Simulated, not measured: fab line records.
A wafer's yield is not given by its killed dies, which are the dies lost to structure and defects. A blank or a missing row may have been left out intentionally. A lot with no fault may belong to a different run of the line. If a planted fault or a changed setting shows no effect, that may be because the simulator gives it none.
Struck lot and sound lot, side by side / flow ritCmos / 44 out of 202 route steps
Sound: wafers L892.2, L892.3, L892.4. Wafers struck: L902.1, L902.2, L902.3. The cause is given at the end.
Each step with rows lists, per side, the tool, then ch with its chambers, then its first start. Under that, the readings that differ: sound wafers / struck wafers / difference of the means / sigmas: that difference in standard deviations of wafers without a fault.
alike: readings whose means differ by less than 2 such deviations, and words and numbers that are the same on both sides. not compared: withheld readings, readings that some wafer has no value for, bounds like >300 that may hide the same value, and numbers for which the record gives no deviation and whose values overlap.
A row with sigmas, a row that says differs or no value, or rows on one side alone: a step with any of these is where the two part. Numbers that have no deviation but don't overlap get no sigmas and don't part them. Lack of a reading on every wafer of one side parts them only where that side has two or more wafers.

first, 3 steps without rows for these wafers: RIT_REOX_CLEAN_01 (cleans in dHF, time 30 s); RIT_REOX_CLEAN_02 (cleans in SC2, time 600 s); RIT_REOX_OXIDATION_03 (target thk 25.2 nm, ox time 5580 s).
RIT_REOX_THK_MEAS_04:
  struck on filmMetro-04, day 5 09:08; sound on filmMetro-02, day 3 07:56
  alike: REOX_OXIDE_THK
then, 6 steps without rows for these wafers: RIT_NLDD_HMDS_00 (prime time 60 s); RIT_NLDD_COAT_01 (resist thk 1000 nm); RIT_NLDD_SOFTBAKE_02 (time 60 s); RIT_NLDD_EXPOSE_03 (exposes mask M7, target cd 40700 nm); RIT_NLDD_PEB_04; RIT_NLDD_DEVELOP_05 (develop time 50 s).
RIT_NLDD_OVL_MEAS_06:
  struck on overlay-01, day 5 10:03; sound on overlay-01, day 3 09:07
  alike: NLDD_OVL
then, 1 step without rows for these wafers: RIT_NLDD_HARDBAKE_07 (time 60 s).
RIT_NLDD_IMPLANT_08:
  sound on implanter-01 ch 0, day 3 09:19; struck on implanter-01 ch 0, day 5 10:14
reading=doseIonsCm2; sound=5.003e+14 5.004e+14 5.008e+14; struck=1.005e+14 9.97e+13 1.002e+14; difference=-4.004e+14; sigmas=-99 or more
reading=endStationPressureTorr (Torr); sound=6.6e-06 5.8e-06 6.4e-06; struck=4.8e-06 5e-06 5.2e-06; difference=-1.3e-06; sigmas=-4
reading=faradayCurrentUA; sound=1525 1582 1623; struck=321 319 318; difference=-1257; sigmas=-39
  alike: beamOnS
RIT_NLDD_STRIP_09: strips in O2, time 180 s.
  sound on plasmaAsher-01 ch 0,1, day 3 09:26; struck on plasmaAsher-04 ch 0,1, day 5 10:23
  alike: drypumpMotorCurrentA
  not compared: rfHoursCounterH
RIT_NLDD_TW_MEAS_10:
  struck on filmMetro-04, day 5 10:34; sound on filmMetro-03, day 3 09:38
reading=NLDD_TW; sound=2491 2491 2502; struck=1541 1544 1543; difference=-952; sigmas=-45
then, 6 steps without rows for these wafers: RIT_PLDD_HMDS_00 (prime time 60 s); RIT_PLDD_COAT_01 (resist thk 1000 nm); RIT_PLDD_SOFTBAKE_02 (time 60 s); RIT_PLDD_EXPOSE_03 (exposes mask M8, target cd 40900 nm); RIT_PLDD_PEB_04; RIT_PLDD_DEVELOP_05 (develop time 50 s).
RIT_PLDD_OVL_MEAS_06:
  struck on overlay-01, day 5 11:35; sound on overlay-02, day 3 10:32
  alike: PLDD_OVL
then, 2 steps without rows for these wafers: RIT_PLDD_HARDBAKE_07 (time 60 s); RIT_PLDD_IMPLANT_08.
RIT_PLDD_STRIP_09: strips in O2, time 180 s.
  sound on plasmaAsher-04 ch 0,1, day 3 10:52; struck on plasmaAsher-01 ch 0,1, day 5 11:56
  alike: drypumpMotorCurrentA
  not compared: rfHoursCounterH
RIT_PLDD_TW_MEAS_10:
  struck on filmMetro-04, day 5 12:06; sound on filmMetro-03, day 3 11:03
  alike: PLDD_TW
then, 4 steps without rows for these wafers: RIT_SPACER_CLEAN_00 (cleans in SC1, time 600 s); RIT_SPACER_CLEAN_01 (cleans in dHF, time 30 s); RIT_SPACER_CLEAN_02 (cleans in SC2, time 600 s); RIT_SPACER_CVD_03 (deposits Si3N4 from SiH2Cl2/NH3, target thk 250 nm, time 3300 s).
RIT_SPACER_THK_MEAS_04:
  struck on filmMetro-02, day 5 14:28; sound on filmMetro-02, day 3 13:23
  alike: SPACER_NITRIDE_THK
RIT_SPACER_ETCHBACK_05: etches Si3N4 in SF6/CHF3, stops on SiO2, target depth 250 nm, time 240 s.
  sound on rieDiel-01 ch 0,2,3, day 3 13:26; struck on rieDiel-04 ch 0,1,2, day 5 14:31
  alike: SF6_flow_sccm, drypumpMotorCurrentA, oesProductAu, throttleValvePct
  not compared: rfHoursCounterH
then, 6 steps without rows for these wafers: RIT_NSD_HMDS_00 (prime time 60 s); RIT_NSD_COAT_01 (resist thk 1000 nm); RIT_NSD_SOFTBAKE_02 (time 60 s); RIT_NSD_EXPOSE_03 (exposes mask M9, target cd 40700 nm); RIT_NSD_PEB_04; RIT_NSD_DEVELOP_05 (develop time 50 s).
RIT_NSD_OVL_MEAS_06:
  struck on overlay-02, day 5 15:31; sound on overlay-01, day 3 14:34
reading=NSD_OVL (nm); sound=3.2 2.5 1.6; struck=0.1 -1.8 -1.1; difference=-3.4; sigmas=-2
then, 2 steps without rows for these wafers: RIT_NSD_HARDBAKE_07 (time 60 s); RIT_NSD_IMPLANT_08.
RIT_NSD_STRIP_09: strips in O2, time 180 s.
  sound on plasmaAsher-01 ch 0,1, day 3 14:53; struck on plasmaAsher-03 ch 0,1, day 5 15:52
  alike: drypumpMotorCurrentA
  not compared: rfHoursCounterH
RIT_SDANNEAL_RS_MEAS_07: uses a four-point probe to measure.
  struck on filmMetro-03, day 5 18:26; sound on filmMetro-01, day 3 17:23
reading=NLDD_RS (ohm/sq); sound=151.8 151.8 151.5; struck=507.3 509.5 509.7; difference=+357.1; sigmas=+99 or more
RIT_M1_PROBE_99:
  struck on prober-02, day 6 01:28; sound on prober-02, day 4 01:38
  alike: killedAtFrontEnd, killedDies, killedOpen, killedShort

WHERE THEY PART
Earliest at RIT_NLDD_IMPLANT_08; latest, in this record, at RIT_SDANNEAL_RS_MEAS_07. Later steps at which nothing parts them and some readings are alike: RIT_M1_PROBE_99.

WHY: what had been put in by the simulator
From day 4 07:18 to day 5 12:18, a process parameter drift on implanter-01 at RIT_NLDD_IMPLANT_08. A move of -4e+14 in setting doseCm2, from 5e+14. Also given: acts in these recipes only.
